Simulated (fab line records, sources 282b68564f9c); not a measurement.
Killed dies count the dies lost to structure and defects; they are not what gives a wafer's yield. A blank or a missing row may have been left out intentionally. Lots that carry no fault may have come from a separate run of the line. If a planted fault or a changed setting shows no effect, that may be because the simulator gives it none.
fab line records | flow rit-cmos
[record] lots = 6 wafers = 18 last-day = 7
route steps=202 shown NSD@134 PSD@142
lots with no fault: from the same line, run without faults
start-h: hours from the record's first day to the start of the lot's first wafer shown | wait-h: how many hours have passed since the lot's step before this one | " repeats the value in the row above | L1.1+2: several wafers, shown together as one row | - no value, or no start was given | * or withheld: withheld | < > ~ a bound
route shown NAME@n: NAME is a module with steps in the file, n the number in the route of the first one | usual: the fault-free wafers' mean and standard deviation | same: alike in all rows | chamber/n: place in a boat | sites: readings site by site | _std_site: their standard deviation | _edge_site: the outer-site mean with the inner-site mean subtracted | radius-mm: how far each site lies from the wafer's centre | mask NAME#n: copy n | behind: the last tool/chamber to shape the wafer | hold: cause of the lot's hold/its duration in hours/its outcome | device: whichever transistor did not switch (one of n, p or np) | end of line: the same wafers' tests at the end of the route | a step without rows: its recipe alone | killed: dies lost to structure and defects at the first sort, not the wafer's yield | map: dies across one wafer; x = killed, . = not, _ = none there
set.NAME: setting as actually run; set.NAME@STEP: the setting as run at that earlier step | model.NAME: the simulator's own value behind a step, which no gauge read
lots at selected steps of the route; one table per step, one row per wafer
services: a tool's chamber out of use, with start hour (start-h, from the record's first day; less than 0 if before it), hours out, and reason
[[steps]]
[step RIT_NSD_EXPOSE_03]
[recipe] mask-id = M9 na = 0.57 target-cd-nm = 40700 dose-mj = 250
[step RIT_NSD_PEB_04]
[recipe] resist = NOVOLAK temp-c = withheld time-s = withheld
[step RIT_NSD_DEVELOP_05]
[recipe] resist = NOVOLAK develop-time-s = 50 dev-temp-c = 23
[step RIT_NSD_OVL_MEAS_06]
[usual] NSD_OVL = -0.7/1.6
// columns lot.wafer tool chamber start-h wait-h NSD_OVL[nm]
L213.1 overlay-01 - 66.10 - 0.5
L213.2 " - " " 0.2
L213.3 " - " " 2.4
L215.4 overlay-01 - 78.16 - -2.1
L215.5 " - " " -1.6
L215.6 " - " " -2.4
L224.1 overlay-01 - 121.54 - 2.2
L224.2 " - " " 0.5
L224.6 " - " " 2.2
L225.2 overlay-02 - 127.39 - -0.6
L225.3 " - " " -0.4
L225.5 " - " " 1.5
L229.3 overlay-01 - 146.78 - 0.2
L229.4 " - " " 0.6
L229.5 " - " " -0.4
L230.2 overlay-02 - 152.49 - -0.2
L230.4 " - " " -0.4
L230.5 " - " " -1.1
[step RIT_NSD_HARDBAKE_07]
[recipe] resist = NOVOLAK temp-c = 140 time-s = 60
[step RIT_NSD_IMPLANT_08]
[recipe] species = P energy-kev = 25 dose-cm2 = 1.02e+15 tilt-deg = 7
[step RIT_NSD_STRIP_09]
[recipe] chemistry = O2 time-s = 180 resist = NOVOLAK platen-temp-c = withheld power-w = 500 pressure-mtorr = 4000 o2-flow-sccm = 4000
[usual] drypump-motor-current-A = 5.9/0.44
// columns lot.wafer tool chamber start-h wait-h drypump-motor-current-A rf-hours-counter-h
L213.1 plasma-asher-04 0 66.44 0.1 5.9 40
L213.2 " 1 " " 6.3 40
L213.3 " 0 " " 5.9 -
L215.4 plasma-asher-01 1 78.54 0.1 5.2 -
L215.5 " 1 " " 5.2 -
L215.6 " 0 " " 6.5 -
L224.1 plasma-asher-01 1 121.88 0.1 5.1 0
L224.2 " 0 " " 6.4 0
L224.6 " 0 " " 6.3 -
L225.2 plasma-asher-03 0 127.72 0.1 5.8 50
L225.3 " 0 " " 5.8 -
L225.5 " 0 " " 5.8 -
L229.3 plasma-asher-01 1 147.16 0.1 5.1 -
L229.4 " 0 " " 6.5 -
L229.5 " 0 " " 6.5 -
L230.2 plasma-asher-04 0 152.82 0.1 5.8 49
L230.4 " 0 " " 5.9 -
L230.5 " 1 " " 6.4 -
[step RIT_NSD_TW_MEAS_10]
[usual] NSD_TW = 3149/21
// columns lot.wafer tool chamber start-h wait-h NSD_TW
L213.1 film-metro-04 - 66.61 0.1 3134
L213.2 " - " " 3150
L213.3 " - " " 3159
L215.4 film-metro-02 - 78.69 0.1 3135
L215.5 " - " " 3143
L215.6 " - " " 3144
L224.1 film-metro-03 - 122.05 0.1 3167
L224.2 " - " " 3148
L224.6 " - " " 3175
L225.2 film-metro-02 - 127.90 0.1 3122
L225.3 " - " " 3140
L225.5 " - " " 3120
L229.3 film-metro-04 - 147.30 0.1 3152
L229.4 " - " " 3161
L229.5 " - " " 3156
L230.2 film-metro-03 - 153.00 0.1 3177
L230.4 " - " " 3193
L230.5 " - " " 3164
[step RIT_PSD_HMDS_00]
[recipe] prime-time-s = 60 prime-temp-c = 140
[step RIT_PSD_COAT_01]
[recipe] resist = NOVOLAK spin-rpm = 3250 resist-thk-nm = 1000
[step RIT_PSD_SOFTBAKE_02]
[recipe] resist = NOVOLAK temp-c = 90 time-s = 60
[step RIT_PSD_EXPOSE_03]
[recipe] mask-id = M10 na = 0.57 target-cd-nm = 40900 dose-mj = 250
[step RIT_PSD_PEB_04]
[recipe] resist = NOVOLAK temp-c = withheld time-s = withheld
[usual] chill-plate-temp-C = * exhaust-pa = 45.2/0.88
// columns lot.wafer tool chamber start-h wait-h chill-plate-temp-C exhaust-pa
L213.1 litho-track-03 0 67.37 0.1 * 45.3
L213.2 " 0 " " * 44.2
L213.3 " 0 " " * 44.0
L215.4 litho-track-04 0 79.36 0.1 * 45.7
L215.5 " 0 " " * 45.5
L215.6 " 0 " " * 45.8
L224.1 litho-track-04 - 122.68 0.1 - -
L224.2 " - " " - -
L224.6 " - " " - -
L225.2 litho-track-02 - 128.74 0.1 - -
L225.3 " - " " - -
L225.5 " - " " - -
L229.3 litho-track-02 0 148.08 0.1 * 45.4
L229.4 " 0 " " * 45.5
L229.5 " 0 " " * 47.1
L230.2 litho-track-02 0 153.77 0.1 * 46.4
L230.4 " 0 " " * 46.6
L230.5 " 0 " " * 47.4
[step RIT_PSD_DEVELOP_05]
[recipe] resist = NOVOLAK develop-time-s = 50 dev-temp-c = 23
[[services]]
// columns tool chamber start-h hours kind
plasma-asher-01 - 108.75 9.0 pm
plasma-asher-01 0 108.75 9.0 vent-cycle
plasma-asher-01 1 108.75 9.0 vent-cycle
plasma-asher-01 0 117.75 - clean
plasma-asher-01 1 117.75 - clean
[[key]]
[first-sign] step = RIT_PSD_PEB_04 reading = tool-record direction = missing
effect none on later readings
met-at RIT_PSD_PEB_04
struck-wafers L224.1,L224.2,L224.6,L225.2,L225.3,L225.5
sort-left-out L224.1,L224.2,L224.6,L225.2,L225.3,L225.5
tester-left-out L224,L225
onset-between 79.36 122.68
[fault] kind = skipped-step-whole tool = litho-track-02,litho-track-03,litho-track-04 chamber = - onset-h = 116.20 steps = RIT_PSD_PEB_04 scope = struck-lots-only
// tester-left-out: of these lots the tester's yield and bins aren't shown, on N5 and GAA mostly nor the transistor test; their killed dies are dies lost to structure and defects alone, not to doping, threshold or leakage, so they don't give the yield
// sort-left-out: the simulated sort isn't trusted on such a fault, so these wafers' sort isn't shown, and their yield isn't known
